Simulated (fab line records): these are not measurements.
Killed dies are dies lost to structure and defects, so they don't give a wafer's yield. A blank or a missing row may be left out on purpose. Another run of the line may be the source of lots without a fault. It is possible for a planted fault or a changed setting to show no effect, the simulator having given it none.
The tool behind it: which one? + flow berkeley-cmos170 + 14 lots, 42 wafers sampled, at 6 steps of a route of 331

WHAT EACH GAUGE READ, for each wafer
UCB170_NLDD_OVL_MEAS_07. Usual: NLDD_OVL typically reads -3 nm, with standard deviation 5.2.
| lot  | measured     | on         | NLDD_OVL (nm) | flag |
|------|--------------|------------|---------------|------|
| L953 | day 7 01:40  | overlay-01 | -6 -1 4       |      |
| L956 | day 7 17:20  | overlay-01 | -2 -3 -3      |      |
| L955 | day 7 18:19  | overlay-02 | -9 -2 3       |      |
| L959 | day 8 21:32  | overlay-02 | -8 -5 -13     |      |
| L961 | day 8 21:53  | overlay-01 | -7 -5 0       |      |
| L960 | day 8 22:15  | overlay-02 | 0 6 -1        |      |
| L962 | day 9 13:43  | overlay-01 | -2 -13 0      |      |
| L964 | day 9 13:51  | overlay-02 | -2 -3 -1      |      |
| L966 | day 10 06:45 | overlay-02 | -14 -12 -11   |      |
| L965 | day 10 06:52 | overlay-01 | -2 -3 2       |      |
| L968 | day 10 18:54 | overlay-01 | 1 14 -1       |      |
| L970 | day 11 05:50 | overlay-01 | -2 -3 -2      |      |
| L972 | day 11 13:01 | overlay-01 | -2 -2 -1      |      |
| L974 | day 12 04:44 | overlay-01 | 2 4 1         |      |

UCB170_NSD_TW_MEAS_10. Usual: NSD_TW typically reads 4150, with standard deviation 16.
| lot  | measured     | on            | NSD_TW         | flag |
|------|--------------|---------------|----------------|------|
| L953 | day 7 11:37  | film-metro-01 | 4151 4164 4147 |      |
| L956 | day 8 05:06  | film-metro-01 | 4151 4146 4151 |      |
| L955 | day 8 05:12  | film-metro-02 | 4164 4149 4162 |      |
| L959 | day 9 10:16  | film-metro-01 | 4166 4205 4180 |      |
| L961 | day 9 10:19  | film-metro-02 | 4169 4155 4168 |      |
| L960 | day 9 10:40  | film-metro-03 | 4154 4169 4163 |      |
| L962 | day 10 00:33 | film-metro-03 | 4137 4135 4137 |      |
| L964 | day 10 00:53 | film-metro-03 | 4114 4138 4138 |      |
| L966 | day 10 16:11 | film-metro-03 | 4151 4139 4148 |      |
| L965 | day 10 15:39 | film-metro-02 | 4160 4154 4148 |      |
| L968 | day 11 04:51 | film-metro-03 | 4125 4144 4146 |      |
| L970 | day 11 17:19 | film-metro-02 | 4130 4137 4163 |      |
| L972 | day 12 02:20 | film-metro-02 | 4130 4112 4129 |      |
| L974 | day 12 15:12 | film-metro-03 | 4139 4139 4148 |      |

UCB170_SILICIDE_RS_MEAS_02: measurement is done with a four-point probe. Usual: SILICIDE_TI_RS typically reads 25.2 ohm/sq, with standard deviation 0.36.
| lot  | measured     | on            | SILICIDE_TI_RS (ohm/sq)       | flag |
|------|--------------|---------------|-------------------------------|------|
| L953 | day 7 13:33  | film-metro-03 | 25.0 25.5 25.1                |      |
| L956 | day 8 06:46  | film-metro-04 | 25.0 24.9 25.4                |      |
| L955 | day 8 06:56  | film-metro-03 | 25.5 25.5 25.2                |      |
| L959 | day 9 11:57  | film-metro-04 | 25.6 24.6 24.9                |      |
| L961 | day 9 11:58  | film-metro-01 | 24.8 25.2 25.2                |      |
| L960 | day 9 12:24  | film-metro-01 | 25.3 25.3 25.4                |      |
| L962 | day 10 02:13 | film-metro-03 | 24.9 25.4 24.8                |      |
| L964 | day 10 02:33 | film-metro-04 | 25.5 25.3 24.9                |      |
| L966 | day 10 18:19 | film-metro-03 | 25.6 25.5 25.2                |      |
| L965 | day 10 17:34 | film-metro-03 | 24.6 25.4 24.9                |      |
| L968 | day 11 06:32 | film-metro-04 | 37.9 37.7 37.9 38.2 38.0 38.3 | OFF  |
| L970 | day 11 19:01 | film-metro-01 | 24.6 24.8 24.8                |      |
| L972 | day 12 04:27 | film-metro-04 | 36.7 36.5 35.5 37.0 36.9 36.0 | OFF  |
| L974 | day 12 16:58 | film-metro-03 | 25.3 25.3 25.0                |      |

UCB170_SILICIDE_THK_MEAS_03: measures by xrf. Usual: SILICIDE_TI_THK typically reads 30.8 nm, with standard deviation 0.39.
| lot  | measured     | on            | SILICIDE_TI_THK (nm)          | flag |
|------|--------------|---------------|-------------------------------|------|
| L953 | day 7 13:40  | film-metro-03 | 31.0 30.5 31.0                |      |
| L956 | day 8 06:53  | film-metro-04 | 31.1 31.1 30.5                |      |
| L955 | day 8 07:03  | film-metro-03 | 30.6 30.6 30.8                |      |
| L959 | day 9 12:04  | film-metro-04 | 30.1 31.3 31.0                |      |
| L961 | day 9 12:05  | film-metro-01 | 31.5 31.0 30.7                |      |
| L960 | day 9 12:31  | film-metro-01 | 30.8 30.8 30.8                |      |
| L962 | day 10 02:20 | film-metro-03 | 31.1 30.6 31.3                |      |
| L964 | day 10 02:40 | film-metro-04 | 30.5 30.8 31.2                |      |
| L966 | day 10 18:25 | film-metro-03 | 30.4 30.5 30.7                |      |
| L965 | day 10 17:41 | film-metro-03 | 31.5 30.6 31.1                |      |
| L968 | day 11 08:30 | film-metro-04 | 21.7 22.0 21.7 21.8 22.0 21.7 | OFF  |
| L970 | day 11 19:07 | film-metro-01 | 31.4 31.0 31.2                |      |
| L972 | day 12 11:06 | film-metro-04 | 22.4 22.6 23.1 22.4 22.6 23.1 | OFF  |
| L974 | day 12 17:04 | film-metro-03 | 30.8 30.8 31.2                |      |

EACH LOT AND THE TOOL THAT RAN IT (in order: tool; ch and the chambers of the sampled wafers; start)
| lot  | UCB170_BACKSIDE_STRIP_03             | UCB170_SILICIDE_SPUTTER_01   |
|------|--------------------------------------|------------------------------|
| L953 | plasma-asher-01 ch 0,1, day 7 12:33  | pvd-sputter-04, day 7 13:30  |
| L956 | plasma-asher-01 ch 0,1, day 8 05:47  | pvd-sputter-04, day 8 06:44  |
| L955 | plasma-asher-04 ch 0,1, day 8 05:58  | pvd-sputter-02, day 8 06:54  |
| L959 | plasma-asher-04 ch 0,1, day 9 10:58  | pvd-sputter-03, day 9 11:55  |
| L961 | plasma-asher-01 ch 0,1, day 9 10:59  | pvd-sputter-04, day 9 11:56  |
| L960 | plasma-asher-02 ch 0,1, day 9 11:25  | pvd-sputter-02, day 9 12:22  |
| L962 | plasma-asher-02 ch 1, day 10 01:14   | pvd-sputter-03, day 10 02:11 |
| L964 | plasma-asher-01 ch 0,1, day 10 01:35 | pvd-sputter-02, day 10 02:31 |
| L966 | plasma-asher-01 ch 0,1, day 10 17:20 | pvd-sputter-02, day 10 18:14 |
| L965 | plasma-asher-02 ch 0,1, day 10 16:34 | pvd-sputter-03, day 10 17:32 |
| L968 | plasma-asher-01 ch 0,1, day 11 05:32 | pvd-sputter-02, day 11 06:27 |
| L970 | plasma-asher-02 ch 0,1, day 11 18:02 | pvd-sputter-04, day 11 18:57 |
| L972 | plasma-asher-02 ch 0,1, day 12 03:25 | pvd-sputter-02, day 12 04:24 |
| L974 | plasma-asher-01 ch 0,1, day 12 15:58 | pvd-sputter-04, day 12 16:53 |
- UCB170_BACKSIDE_STRIP_03: strips in O2.
- UCB170_SILICIDE_SPUTTER_01: material Ti, target thk 30 nm, time 25.77 s.

AS READ BY THE TOOLS THEMSELVES (means over the sampled wafers that have a number; for cases with no such wafer, the mark the record gives instead)
UCB170_BACKSIDE_STRIP_03. Usual: drypump-motor-current-A 5.8 A, standard deviation 0.36; oes-product-au 0.734 a.u., standard deviation 0.0048; strip-time-to-endpoint-s 22.01 s, standard deviation 0.064.
| lot  | tool            | drypump-motor-current-A (A) | oes-product-au (a.u.) | strip-time-to-endpoint-s (s) | flag |
|------|-----------------|-----------------------------|-----------------------|------------------------------|------|
| L953 | plasma-asher-01 | 5.8                         | 0.733                 | 21.99                        |      |
| L956 | plasma-asher-01 | 5.8                         | 0.733                 | 22.01                        |      |
| L955 | plasma-asher-04 | 5.9                         | 0.732                 | 21.97                        |      |
| L959 | plasma-asher-04 | 6.0                         | 0.736                 | 22.06                        |      |
| L961 | plasma-asher-01 | 5.8                         | 0.737                 | 22.03                        |      |
| L960 | plasma-asher-02 | 6.0                         | 0.733                 | 22.06                        |      |
| L962 | plasma-asher-02 | 5.7                         | 0.737                 | 21.96                        |      |
| L964 | plasma-asher-01 | 5.5                         | 0.735                 | 21.98                        |      |
| L966 | plasma-asher-01 | 5.8                         | 0.736                 | 21.88                        |      |
| L965 | plasma-asher-02 | 5.9                         | 0.734                 | 21.95                        |      |
| L968 | plasma-asher-01 | 5.8                         | 0.732                 | 22.07                        |      |
| L970 | plasma-asher-02 | 6.2                         | 0.735                 | 21.96                        |      |
| L972 | plasma-asher-02 | 5.9                         | 0.738                 | 22.07                        |      |
| L974 | plasma-asher-01 | 5.5                         | 0.735                 | 22.06                        |      |

UCB170_SILICIDE_SPUTTER_01. Usual: throttle-valve-pct reads 30.2 % (standard deviation 0.82).
| lot  | tool           | throttle-valve-pct (%) | flag |
|------|----------------|------------------------|------|
| L953 | pvd-sputter-04 | 30.3                   |      |
| L956 | pvd-sputter-04 | 30.3                   |      |
| L955 | pvd-sputter-02 | 30.7                   |      |
| L959 | pvd-sputter-03 | 29.7                   |      |
| L961 | pvd-sputter-04 | 30.6                   |      |
| L960 | pvd-sputter-02 | 30.0                   |      |
| L962 | pvd-sputter-03 | 29.3                   |      |
| L964 | pvd-sputter-02 | 30.0                   |      |
| L966 | pvd-sputter-02 | 30.4                   |      |
| L965 | pvd-sputter-03 | 30.2                   |      |
| L968 | pvd-sputter-02 | 30.0                   |      |
| L970 | pvd-sputter-04 | 30.4                   |      |
| L972 | pvd-sputter-02 | 29.9                   |      |
| L974 | pvd-sputter-04 | 30.5                   |      |

THE ANSWER, worked out from the rows above alone
Rule: take the mean of a lot's wafers that have a number; if it is more than 3 standard deviations from the usual mean, the lot is off. A lot without any number at a reading at which 4 lots or more have one is off too. Any other lot the step has rows for is counted as sound. After the gauges, taken in route order, come the tools' own readings; for these a lot's mean is taken, as printed above. At the first step where some lot is off, the reading lying furthest off is the one used; lots without a number count as furthest.
Off: L968, L972, at UCB170_SILICIDE_RS_MEAS_02 (SILICIDE_TI_RS).
A tool fits if, at a process step before that reading, it ran every lot that is off, and no sound lot after the first of them. Those tools and the gauges at UCB170_SILICIDE_RS_MEAS_02 are tried in the same way. 2 tools fit, pvd-sputter-02 at UCB170_SILICIDE_SPUTTER_01 and film-metro-04 at UCB170_SILICIDE_RS_MEAS_02, so this cannot tell which one it is.

WHAT THE SIMULATOR HAD PUT IN
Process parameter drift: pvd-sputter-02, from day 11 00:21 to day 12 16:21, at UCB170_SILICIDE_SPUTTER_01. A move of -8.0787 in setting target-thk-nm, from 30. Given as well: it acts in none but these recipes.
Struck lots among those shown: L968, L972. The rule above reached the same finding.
